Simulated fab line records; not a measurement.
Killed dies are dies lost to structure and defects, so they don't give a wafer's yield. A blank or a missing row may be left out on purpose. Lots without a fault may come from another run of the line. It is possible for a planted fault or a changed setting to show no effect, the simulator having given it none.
Chamber matching -- flow berkeleyCmos170 -- UCB170_V1_CMP_02 on cmp-02 has 4 sister chambers
The step polishes SiO2. 14 wafers are shown with their chamber, then 7 later ones without.

## WAFERS PAIRED WITH THEIR CHAMBERS
wafer,chamber,motorCurrentA (A)
L334.2,0,16.2
L334.3,3,16.8
L334.5,3,17.5
L336.3,1,18.1
L336.4,3,16.6
L336.5,1,17.4
L340.3,2,17.0
L340.4,1,18.1
L340.6,3,17.2
L341.2,0,17.3
L341.3,2,16.8
L341.4,3,16.8
L342.1,0,17.6
L342.2,1,18.7

SIGNATURES, as means of the wafers listed above
reading,chamber 0,chamber 1,chamber 2,chamber 3,scatter within a chamber
motorCurrentA,17.033,18.075,16.900,16.980,0.498
Rule: distance of a wafer from a chamber = root of the sum over the readings of ((wafer's reading minus chamber's mean) / reading's scatter) squared. The wafer belongs to the nearest chamber; if the next one is less than 2 further off, it can't be placed. The scatter is the square root of a quotient: the sum, over the shown wafers, of each reading's squared deviation from its chamber's mean, divided by wafers minus chambers.

## WAFERS WITH NO CHAMBER GIVEN
wafer,motorCurrentA (A)
L342.5,17.6
L344.2,17.0
L344.5,17.4
L344.6,17.0
L345.1,17.1
L345.2,18.6
L345.5,16.6

## WHICH CHAMBER EACH WENT THROUGH
wafer,from the rows above,in truth
L342.5,can't be placed: 1 or 0 or 3 or 2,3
L344.2,can't be placed: 3 or 0 or 2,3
L344.5,can't be placed: 0 or 3 or 2 or 1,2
L344.6,can't be placed: 3 or 0 or 2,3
L345.1,can't be placed: 0 or 3 or 2 or 1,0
L345.2,1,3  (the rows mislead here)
L345.5,can't be placed: 2 or 3 or 0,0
Correctly placed: 0 of 7. Unplaceable from these rows: 6, with the true chamber sitting among the candidates in 6. Wrongly placed: 1.
